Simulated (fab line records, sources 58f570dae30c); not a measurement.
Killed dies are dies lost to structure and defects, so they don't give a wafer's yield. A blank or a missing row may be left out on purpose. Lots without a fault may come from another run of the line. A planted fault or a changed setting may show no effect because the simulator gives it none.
fab line records | flow berkeley_cmos170
record lots=5 wafers=23
route steps=331 shown SILICIDE@211 CONTACT@228 M1@242 M2@272
start_h: hours from the record's first day to the start of the lot's first wafer shown | wait_h: hours since the lot's step before | " the same as in the row above | L1.1+2: a row that stands for several wafers | - no value, or no start given | * or withheld: withheld | < > ~ a bound
route shown NAME@n: a module of which the file shows steps, and the number in the route of the first | usual: mean/standard deviation of fault-free wafers | same: alike in all rows | chamber/n: place in a boat | sites: the reading at each site | _std_site: their standard deviation | _edge_site: outer sites' mean less inner sites' | radius_mm: how far each site lies from the wafer's centre | mask NAME#n: copy n | behind: the tool/chamber that last shaped the wafer | hold: why the lot was held/for how many hours/how that ended | device: the transistor (n, p or np) that didn't switch | end of line: the same wafers' tests at the end of the route | a step without rows: its recipe alone | killed: dies lost to structure and defects at the first sort, not the wafer's yield | map: a wafer's dies, x killed, . not, _ none there
set.NAME: the setting as run; set.NAME@STEP: as run at that earlier step | model.NAME: the simulator's own value behind a step, which no gauge read
lots whose settings were changed on purpose; a table a step, a row a wafer
## steps
# step UCB170_SILICIDE_SPUTTER_01
# recipe material=Ti target_thk_nm=30 time_s=25 power_w=1500 chamber_pressure_pa=0.5
# columns lot.wafer tool chamber start_h wait_h set.power_w model.Ti_of_SILICIDE_SPUTTER_01.thk_nm
L074.1 pvd_sputter-01 - 180.02 0.0 1500 30.24
L074.2 " - " " 1500 30.29
L074.3 " - " " 1361 27.48
L074.5 " - " " 1361 27.57
L074.6 " - " " 1361 27.15
L081.1 pvd_sputter-03 - 210.61 0.0 1500 30
L081.2 " - " " 1362 27.25
L081.4 " - " " 1500 30.35
L081.5 " - " " 1362 27.37
L081.6 " - " " 1500 30.14
L080.2 pvd_sputter-04 - 211.31 0.0 1500 30.3
L080.3 " - " " 1500 30.42
L080.4 " - " " 1500 30.18
L083.2 pvd_sputter-03 - 223.03 0.0 1425 28.66
L083.3 " - " " 1500 30.26
L083.4 " - " " 1500 29.9
L083.5 " - " " 1425 28.71
L083.6 " - " " 1500 30.39
L085.2 pvd_sputter-04 - 223.58 0.0 1500 29.7
L085.3 " - " " 1500 29.57
L085.4 " - " " 1500 29.56
L085.5 " - " " 1500 29.62
L085.6 " - " " 1500 29.51
# step UCB170_SILICIDE_RS_MEAS_02
# recipe thk_meas_gauge=four-point-probe reads=Ti_of_SILICIDE_SPUTTER_01
# usual SILICIDE_TI_RS=26.03/0.28
# columns lot.wafer tool chamber start_h wait_h set.power_w@SILICIDE_SPUTTER_01 SILICIDE_TI_RS[ohm/sq]
L074.1 film_metro-04 - 180.05 0.0 1500 25.85
L074.2 " - " " 1500 25.78
L074.3 " - " " 1361 28.92
L074.5 " - " " 1361 28.78
L074.6 " - " " 1361 29.33
L081.1 film_metro-04 - 210.64 0.0 1500 26.05
L081.2 " - " " 1362 29.27
L081.4 " - " " 1500 25.71
L081.5 " - " " 1362 29.04
L081.6 " - " " 1500 25.89
L080.2 film_metro-02 - 211.36 0.0 1500 25.84
L080.3 " - " " 1500 25.74
L080.4 " - " " 1500 25.96
L083.2 film_metro-04 - 223.08 0.0 1425 27.51
L083.3 " - " " 1500 25.86
L083.4 " - " " 1500 26.19
L083.5 " - " " 1425 27.50
L083.6 " - " " 1500 25.68
L085.2 film_metro-04 - 223.63 0.0 1500 26.43
L085.3 " - " " 1500 26.57
L085.4 " - " " 1500 26.51
L085.5 " - " " 1500 26.46
L085.6 " - " " 1500 26.57
# step UCB170_SILICIDE_THK_MEAS_03
# recipe thk_meas_gauge=xrf reads=Ti_of_SILICIDE_SPUTTER_01
# usual SILICIDE_TI_THK=31.1/0.32
# columns lot.wafer tool chamber start_h wait_h set.power_w@SILICIDE_SPUTTER_01 SILICIDE_TI_THK[nm]
L074.1 film_metro-04 - 180.17 0.1 1500 31.4
L074.2 " - " " 1500 31.5
L074.3 " - " " 1361 28.5
L074.5 " - " " 1361 28.5
L074.6 " - " " 1361 28.3
L081.1 film_metro-04 - 210.76 0.1 1500 31.1
L081.2 " - " " 1362 28.3
L081.4 " - " " 1500 31.5
L081.5 " - " " 1362 28.3
L081.6 " - " " 1500 31.4
L080.2 film_metro-02 - 211.47 0.1 1500 31.6
L080.3 " - " " 1500 31.6
L080.4 " - " " 1500 31.4
L083.2 film_metro-04 - 223.19 0.1 1425 29.6
L083.3 " - " " 1500 31.4
L083.4 " - " " 1500 30.8
L083.5 " - " " 1425 29.7
L083.6 " - " " 1500 31.6
L085.2 film_metro-04 - 223.74 0.1 1500 30.7
L085.3 " - " " 1500 30.7
L085.4 " - " " 1500 30.9
L085.5 " - " " 1500 30.7
L085.6 " - " " 1500 30.5
# step UCB170_CONTACT_EXPOSE_12
# recipe mask_id=CONT target_cd_nm=700 na=0.5 sigma_outer=0.6 source_shape=conventional dose_mj=35
# columns lot.wafer tool chamber start_h wait_h mask set.dose_mj
L074.1+2+3 krf_scanner-02 0 184.30 - CONT#0 35
L074.5+6 " 0 " " CONT#0 34.06
L080.2+3+4 krf_scanner-01 0 214.90 - CONT#0 35
L081.1+5 krf_scanner-01 0 215.07 - CONT#0 36.23
L081.2+4+6 " 0 " " CONT#0 35
L083.2+5+6 krf_scanner-02 0 227.51 - CONT#0 35
L083.3+4 " 0 " " CONT#0 35.75
L085.2+5 krf_scanner-01 0 229.11 - CONT#0 35
L085.3+4+6 " 0 " " CONT#0 37.41
# step UCB170_CONTACT_PEB_13
# recipe peb_temp_c=130 peb_time_s=withheld resist=KrF
# step UCB170_CONTACT_DEVELOP_14
# recipe developer=TMAH develop_time_s=45 resist=KrF dev_temp_c=21
# step UCB170_CONTACT_CD_MEAS_15
# recipe target_cd_nm=700
# usual cd_nm=700.8/1.6
# columns lot.wafer tool chamber start_h wait_h set.dose_mj@CONTACT_EXPOSE_12 cd_nm
L074.1 cd_sem-01 - 184.69 - 35 703.0
L074.2 " - " " 35 701.2
L074.3 " - " " 35 701.4
L074.5 " - " " 34.06 697.6
L074.6 " - " " 34.06 696.4
L080.2 cd_sem-02 - 215.29 - 35 702.7
L080.3 " - " " 35 703.4
L080.4 " - " " 35 702.9
L081.1 cd_sem-02 - 215.46 - 36.23 707.4
L081.2 " - " " 35 700.8
L081.4 " - " " 35 701.5
L081.5 " - " " 36.23 707.2
L081.6 " - " " 35 701.2
L083.2 cd_sem-02 - 228.58 - 35 698.6
L083.3 " - " " 35.75 701.4
L083.4 " - " " 35.75 702.9
L083.5 " - " " 35 698.3
L083.6 " - " " 35 697.9
L085.2 cd_sem-01 - 229.54 - 35 702.4
L085.3 " - " " 37.41 713.6
L085.4 " - " " 37.41 712.6
L085.5 " - " " 35 702.1
L085.6 " - " " 37.41 712.9
# step UCB170_CONTACT_ETCH_17
# recipe chemistry=N2/H2 target_depth_a=withheld overetch_a=withheld target=BARC time_s=withheld source_w=500 bias_w=100 pressure_mtorr=30 n2_flow_sccm=100 h2_flow_sccm=200
# columns lot.wafer tool chamber start_h wait_h set.dose_mj@CONTACT_EXPOSE_12 model.CONTACT.cd_nm
L074.1 rie_diel-03 2 184.84 0.0 35 702.5
L074.2 " 0 " " 35 701.3
L074.3 " 1 " " 35 701.6
L074.5 " 1 " " 34.06 697.3
L074.6 " 2 " " 34.06 696.4
L080.2 rie_diel-03 0 215.43 0.0 35 703.3
L080.3 " 1 " " 35 703.6
L080.4 " 0 " " 35 702.6
L081.1 rie_diel-02 2 215.62 0.0 36.23 707.2
L081.2 " 1 " " 35 700.1
L081.4 " 0 " " 35 702
L081.5 " 1 " " 36.23 707
L081.6 " 2 " " 35 701.3
L083.2 rie_diel-03 3 228.71 0.0 35 698
L083.3 " 0 " " 35.75 701.3
L083.4 " 2 " " 35.75 703.6
L083.5 " 0 " " 35 698.2
L083.6 " 3 " " 35 697.1
L085.2 rie_diel-04 1 229.67 0.0 35 703
L085.3 " 2 " " 37.41 713.6
L085.4 " 0 " " 37.41 712.8
L085.5 " 2 " " 35 702
L085.6 " 1 " " 37.41 713.4
# step UCB170_CONTACT_ETCH_18
# recipe chemistry=CHF3/CF4/Ar target=PSG stop_on=TiSi2 CHF3_flow_sccm=45 cf4_flow_sccm=15 Ar_flow_sccm=150 pressure_mtorr=200 rf_w=700 target_depth_a=8400 over_etch_frac=0.2 time_s=195
# columns lot.wafer tool chamber start_h wait_h set.rf_w model.KrF_of_CONTACT_COAT_10.thk_nm
L074.1 rie_diel-03 2 - - 700 690.3
L074.2 " 0 " " 700 694.4
L074.3 " 1 " " 700 694.1
L074.5 " 1 " " 700 694.9
L074.6 " 2 " " 700 688.8
L080.2 rie_diel-03 0 - - 700 689
L080.3 " 1 " " 700 688.7
L080.4 " 0 " " 700 686.6
L081.1 rie_diel-02 2 - - 700 691.3
L081.2 " 1 " " 644.1 699.5
L081.4 " 0 " " 700 688.7
L081.5 " 1 " " 644.1 701.7
L081.6 " 2 " " 644.1 699
L083.2 rie_diel-03 3 - - 700 688.1
L083.3 " 0 " " 700 691.3
L083.4+6 " 2,3 " " 700 688.7
L083.5 " 0 " " 700 693.1
L085.2 rie_diel-04 1 - - 763.6 682.3
L085.3 " 2 " " 700 688.6
L085.4 " 0 " " 763.6 682.9
L085.5+6 " 2,1 " " 700 691.3
# step UCB170_CONTACT_STRIP_19
# recipe chemistry=O2 power_w=400 pressure_mtorr=3500 platen_temp_c=withheld o2_flow_sccm=400 overash_fraction=0.5
# step UCB170_CONTACT_CD_MEAS_90
# recipe target_cd_nm=700
# usual cd_nm=700.6/1.6
# columns lot.wafer tool chamber start_h wait_h set.dose_mj@CONTACT_EXPOSE_12 cd_nm
L074.1 cd_sem-01 - 185.11 0.1 35 702.1
L074.2 " - " " 35 700.5
L074.3 " - " " 35 701.0
L074.5 " - " " 34.06 696.5
L074.6 " - " " 34.06 695.6
L080.2 cd_sem-01 - 215.71 0.1 35 703.0
L080.3 " - " " 35 703.9
L080.4 " - " " 35 702.3
L081.1 cd_sem-02 - 215.88 0.1 36.23 707.5
L081.2 " - " " 35 699.3
L081.4 " - " " 35 702.3
L081.5 " - " " 36.23 705.7
L081.6 " - " " 35 700.2
L083.2 cd_sem-02 - 229.00 0.1 35 697.7
L083.3 " - " " 35.75 700.8
L083.4 " - " " 35.75 703.1
L083.5 " - " " 35 698.2
L083.6 " - " " 35 697.4
L085.2 cd_sem-02 - 229.96 0.1 35 704.0
L085.3 " - " " 37.41 713.7
L085.4 " - " " 37.41 713.3
L085.5 " - " " 35 702.3
L085.6 " - " " 37.41 713.4
# step UCB170_M1_COAT_04
# recipe resist=KrF spin_rpm=1500 resist_thk_nm=900
# columns lot.wafer tool chamber start_h wait_h set.spin_rpm model.KrF_of_M1_COAT_04.thk_nm
L074.1 litho_track-03 0 - - 1610 864.7
L074.2 " 0 " " 1500 898.5
L074.3 " 0 " " 1610 869
L074.5 " 0 " " 1500 897.1
L074.6 " 0 " " 1500 897.4
L081.1 litho_track-03 0 - - 1500 901
L081.2 " 0 " " 1500 897.8
L081.4 " 0 " " 1500 899.4
L081.5 " 0 " " 1436 920.6
L081.6 " 0 " " 1436 919.9
L080.2 litho_track-02 0 - - 1500 898.7
L080.3 " 0 " " 1500 897.8
L080.4 " 0 " " 1500 901.1
L083.2 litho_track-04 0 - - 1451 915.4
L083.3 " 0 " " 1500 900.3
L083.4 " 0 " " 1451 914
L083.5 " 0 " " 1500 898.1
L083.6 " 0 " " 1451 913
L085.2 litho_track-04 0 - - 1421 927.8
L085.3 " 0 " " 1421 926.5
L085.4 " 0 " " 1500 902.6
L085.5 " 0 " " 1500 902
L085.6 " 0 " " 1421 925.3
# step UCB170_M2_SPUTTER_01
# recipe material=Al target_thk_nm=900 time_s=120 power_w=6000 chamber_pressure_pa=0.5
# columns lot.wafer tool chamber start_h wait_h set.time_s model.Al_of_M2_SPUTTER_01.thk_nm
L074.1 pvd_sputter-01 - 193.06 0.0 120 901.5
L074.2 " - " " 120 900.2
L074.3 " - " " 110.1 832.8
L074.5 " - " " 110.1 834.3
L074.6 " - " " 120 899.7
L080.2 pvd_sputter-02 - 222.43 0.0 120 879.9
L080.3 " - " " 120 879.2
L080.4 " - " " 120 877.7
L081.1 pvd_sputter-01 - 223.23 0.0 105.7 797.8
L081.2 " - " " 120 907.7
L081.4 " - " " 120 910.6
L081.5 " - " " 120 911.3
L081.6 " - " " 105.7 802.4
L083.2 pvd_sputter-03 - 234.72 0.0 132.9 1001
L083.3 " - " " 120 903.1
L083.4 " - " " 120 906.5
L083.5 " - " " 120 905.2
L083.6 " - " " 132.9 993.6
L085.2 pvd_sputter-01 - 236.07 0.0 109.5 837.5
L085.3 " - " " 120 909.6
L085.4 " - " " 120 907.4
L085.5 " - " " 120 915.9
L085.6 " - " " 109.5 829.4
# step UCB170_M2_RS_MEAS_02
# recipe thk_meas_gauge=four-point-probe reads=Al_of_M2_SPUTTER_01
# usual M2_AL_RS=0.0320/0.00039
# columns lot.wafer tool chamber start_h wait_h set.time_s@M2_SPUTTER_01 M2_AL_RS[ohm/sq]
L074.1 film_metro-01 - 193.14 0.0 120 0.0321
L074.2 " - " " 120 0.0320
L074.3 " - " " 110.1 0.0348
L074.5 " - " " 110.1 0.0347
L074.6 " - " " 120 0.0321
L080.2 film_metro-04 - 222.54 0.1 120 0.0329
L080.3 " - " " 120 0.0328
L080.4 " - " " 120 0.0330
L081.1 film_metro-02 - 223.32 0.0 105.7 0.0363
L081.2 " - " " 120 0.0319
L081.4 " - " " 120 0.0317
L081.5 " - " " 120 0.0317
L081.6 " - " " 105.7 0.0361
L083.2 film_metro-04 - 234.82 0.1 132.9 0.0288
L083.3 " - " " 120 0.0320
L083.4 " - " " 120 0.0319
L083.5 " - " " 120 0.0320
L083.6 " - " " 132.9 0.0291
L085.2 film_metro-01 - 236.17 0.1 109.5 0.0346
L085.3 " - " " 120 0.0319
L085.4 " - " " 120 0.0319
L085.5 " - " " 120 0.0315
L085.6 " - " " 109.5 0.0350
# step UCB170_M2_THK_MEAS_03
# recipe thk_meas_gauge=xrf reads=Al_of_M2_SPUTTER_01
# usual M2_AL_THK=907/10
# columns lot.wafer tool chamber start_h wait_h set.time_s@M2_SPUTTER_01 M2_AL_THK[nm]
L074.1 film_metro-01 - 193.26 0.1 120 903
L074.2 " - " " 120 903
L074.3 " - " " 110.1 833
L074.5 " - " " 110.1 839
L074.6 " - " " 120 906
L080.2 film_metro-04 - 222.65 0.1 120 884
L080.3 " - " " 120 887
L080.4 " - " " 120 881
L081.1 film_metro-02 - 223.44 0.1 105.7 794
L081.2 " - " " 120 902
L081.4 " - " " 120 913
L081.5 " - " " 120 909
L081.6 " - " " 105.7 800
L083.2 film_metro-04 - 234.93 0.1 132.9 1006
L083.3 " - " " 120 913
L083.4 " - " " 120 918
L083.5 " - " " 120 914
L083.6 " - " " 132.9 1000
L085.2 film_metro-01 - 236.28 0.1 109.5 837
L085.3 " - " " 120 910
L085.4 " - " " 120 911
L085.5 " - " " 120 915
L085.6 " - " " 109.5 831
# step UCB170_M2_PEB_13
# recipe peb_temp_c=130 peb_time_s=withheld resist=KrF
# columns lot.wafer tool chamber start_h wait_h set.peb_temp_c
L074.1+2 litho_track-04 0 196.20 0.6 133.2
L074.3+5+6 " 0 " " 130
L080.2+3+4 litho_track-03 0 224.06 0.1 130
L081.1+2+4+5+6 litho_track-04 0 224.96 0.1 130
L083.2+3+5 litho_track-03 0 236.30 0.1 132.5
L083.4+6 " 0 " " 130
L085.2+4+6 litho_track-01 0 238.07 0.2 131.3
L085.3+5 " 0 " " 130
# step UCB170_M2_DEVELOP_14
# recipe developer=TMAH develop_time_s=45 resist=KrF dev_temp_c=21
# step UCB170_M2_CD_MEAS_15
# recipe target_cd_nm=700
# usual cd_nm=700.0/1
# columns lot.wafer tool chamber start_h wait_h set.peb_temp_c@M2_PEB_13 cd_nm
L074.1 cd_sem-01 - 196.48 - 133.2 678.8
L074.2 " - " " 133.2 678.8
L074.3 " - " " 130 697.0
L074.5 " - " " 130 698.8
L074.6 " - " " 130 699.0
L080.2 cd_sem-02 - 224.33 - 130 699.4
L080.3 " - " " 130 700.5
L080.4 " - " " 130 699.1
L081.1 cd_sem-02 - 225.23 - 130 700.5
L081.2 " - " " 130 702.1
L081.4 " - " " 130 700.8
L081.5 " - " " 130 700.5
L081.6 " - " " 130 700.1
L083.2 cd_sem-01 - 236.57 - 132.5 686.6
L083.3 " - " " 132.5 685.9
L083.4 " - " " 130 700.5
L083.5 " - " " 132.5 685.1
L083.6 " - " " 130 701.0
L085.2 cd_sem-02 - 238.34 - 131.3 691.3
L085.3 " - " " 130 698.7
L085.4 " - " " 131.3 691.3
L085.5 " - " " 130 699.3
L085.6 " - " " 131.3 693.5
# step UCB170_M2_ETCH_17
# recipe chemistry=N2/H2 target_depth_a=withheld overetch_a=withheld target=BARC time_s=withheld source_w=500 bias_w=100 pressure_mtorr=30 n2_flow_sccm=100 h2_flow_sccm=200
# columns lot.wafer tool chamber start_h wait_h set.peb_temp_c@M2_PEB_13 model.M2.cd_nm
L074.1 rie_diel-04 3 196.63 0.0 133.2 678.9
L074.2 " 0 " " 133.2 679.5
L074.3 " 1 " " 130 697.1
L074.5 " 0 " " 130 699.1
L074.6 " 3 " " 130 698.9
L080.2 rie_diel-04 0 224.47 0.0 130 699.6
L080.3 " 2 " " 130 700.5
L080.4 " 1 " " 130 699.4
L081.1 rie_diel-02 2 225.39 0.0 130 700.7
L081.2 " 1 " " 130 702.5
L081.4 " 3 " " 130 701.2
L081.5+6 " 0,1 " " 130 701
L083.2 rie_diel-04 0 236.70 0.0 132.5 686.7
L083.3+5 " 2,0 " " 132.5 685.8
L083.4 " 2 " " 130 700.7
L083.6 " 1 " " 130 701
L085.2 rie_diel-02 1 238.48 0.0 131.3 691.3
L085.3 " 0 " " 130 698.4
L085.4 " 2 " " 131.3 691.7
L085.5 " 1 " " 130 699.7
L085.6 " 2 " " 131.3 693.7
# step UCB170_M2_METAL_ETCH_18
# recipe chemistry=Cl2/BCl3 target=Al stop_on=SiO2 pressure_mtorr=12 target_depth_a=11700 over_etch_frac=0.3 time_s=195 icp_w=600 bias_w=120 Cl2_flow_sccm=90 bcl3_flow_sccm=45
# usual oes_product_au=0.844/0.012
# columns lot.wafer tool chamber start_h wait_h set.time_s@M2_SPUTTER_01 set.peb_temp_c@M2_PEB_13 oes_product_au model.M2.cd_nm
L074.1 rie_metal-01 1 196.77 - 120 133.2 0.848 675.9
L074.2 " 1 " " 120 133.2 0.845 678.1
L074.3 " 1 " " 110.1 130 0.816 695.2
L074.5 " 1 " " 110.1 130 0.804 697.1
L074.6 " 1 " " 120 130 0.852 700.1
L080.2 rie_metal-03 0 224.57 - 120 130 0.843 700.7
L080.3 " 0 " " 120 130 0.838 702.1
L080.4 " 0 " " 120 130 0.841 700.9
L081.1 rie_metal-04 0 225.43 - 105.7 130 0.766 699.6
L081.2 " 1 " " 120 130 0.831 706.4
L081.4 " 1 " " 120 130 0.834 703.5
L081.5 " 0 " " 120 130 0.838 699.7
L081.6 " 1 " " 105.7 130 0.775 704.7
L083.2 rie_metal-04 1 236.75 - 132.9 132.5 0.876 689
L083.3 " 1 " " 120 132.5 0.826 689.2
L083.4 " 0 " " 120 130 0.831 698.6
L083.5 " 1 " " 120 132.5 0.825 687.2
L083.6 " 0 " " 132.9 130 0.876 700.4
L085.2 rie_metal-01 1 238.59 - 109.5 131.3 0.814 689
L085.3 " 1 " " 120 130 0.854 699.8
L085.4 " 1 " " 120 131.3 0.843 690.3
L085.5 " 1 " " 120 130 0.856 697.2
L085.6 " 1 " " 109.5 131.3 0.810 692.8
# step UCB170_M2_STRIP_19
# recipe chemistry=O2 power_w=400 pressure_mtorr=3500 platen_temp_c=withheld o2_flow_sccm=400 overash_fraction=0.5
# step UCB170_M2_CD_MEAS_90
# recipe target_cd_nm=700
# usual cd_nm=700/3.2
# columns lot.wafer tool chamber start_h wait_h set.peb_temp_c@M2_PEB_13 cd_nm
L074.1 cd_sem-01 - 197.25 0.1 133.2 676
L074.2 " - " " 133.2 678
L074.3 " - " " 130 695
L074.5 " - " " 130 697
L074.6 " - " " 130 701
L080.2 cd_sem-02 - 225.00 0.1 130 701
L080.3 " - " " 130 702
L080.4 " - " " 130 702
L081.1 cd_sem-01 - 225.72 0.1 130 700
L081.2 " - " " 130 707
L081.4 " - " " 130 704
L081.5 " - " " 130 700
L081.6 " - " " 130 705
L083.2 cd_sem-01 - 237.05 0.1 132.5 689
L083.3 " - " " 132.5 689
L083.4 " - " " 130 698
L083.5 " - " " 132.5 687
L083.6 " - " " 130 700
L085.2 cd_sem-01 - 239.02 0.1 131.3 689
L085.3 " - " " 130 700
L085.4 " - " " 131.3 690
L085.5 " - " " 130 698
L085.6 " - " " 131.3 693
## key
split step=UCB170_SILICIDE_SPUTTER_01 setting=power_w stated=1500 by=wafer
response step=UCB170_SILICIDE_SPUTTER_01 reading=model.Ti_of_SILICIDE_SPUTTER_01.thk_nm change=+0.308 per=1% r=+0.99
response step=UCB170_SILICIDE_RS_MEAS_02 reading=SILICIDE_TI_RS change=-0.346 per=1% r=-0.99
response step=UCB170_SILICIDE_THK_MEAS_03 reading=SILICIDE_TI_THK change=+0.325 per=1% r=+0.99
split step=UCB170_CONTACT_EXPOSE_12 setting=dose_mj stated=35 by=wafer
response step=UCB170_CONTACT_CD_MEAS_15 reading=cd_nm change=+1.64 per=1% r=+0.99
response step=UCB170_CONTACT_ETCH_17 reading=model.CONTACT.cd_nm change=+1.65 per=1% r=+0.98
response step=UCB170_CONTACT_CD_MEAS_90 reading=cd_nm change=+1.61 per=1% r=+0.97
split step=UCB170_CONTACT_ETCH_18 setting=rf_w stated=700 by=wafer
response step=UCB170_CONTACT_ETCH_18 reading=model.KrF_of_CONTACT_COAT_10.thk_nm change=-1.04 per=1% r=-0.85
split step=UCB170_M1_COAT_04 setting=spin_rpm stated=1500 by=wafer
response step=UCB170_M1_COAT_04 reading=model.KrF_of_M1_COAT_04.thk_nm change=-4.45 per=1% r=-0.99
split step=UCB170_M2_SPUTTER_01 setting=time_s stated=120 by=wafer
response step=UCB170_M2_SPUTTER_01 reading=model.Al_of_M2_SPUTTER_01.thk_nm change=+8.79 per=1% r=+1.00
response step=UCB170_M2_RS_MEAS_02 reading=M2_AL_RS change=-0.000332 per=1% r=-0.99
response step=UCB170_M2_THK_MEAS_03 reading=M2_AL_THK change=+8.73 per=1% r=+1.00
response step=UCB170_M2_METAL_ETCH_18 reading=oes_product_au change=+0.0048 per=1% r=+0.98
split step=UCB170_M2_PEB_13 setting=peb_temp_c stated=130 by=wafer
response step=UCB170_M2_CD_MEAS_15 reading=cd_nm change=-7.76 per=1% r=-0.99
response step=UCB170_M2_ETCH_17 reading=model.M2.cd_nm change=-7.66 per=1% r=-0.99
response step=UCB170_M2_METAL_ETCH_18 reading=model.M2.cd_nm change=-7.39 per=1% r=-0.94
response step=UCB170_M2_CD_MEAS_90 reading=cd_nm change=-7.39 per=1% r=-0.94
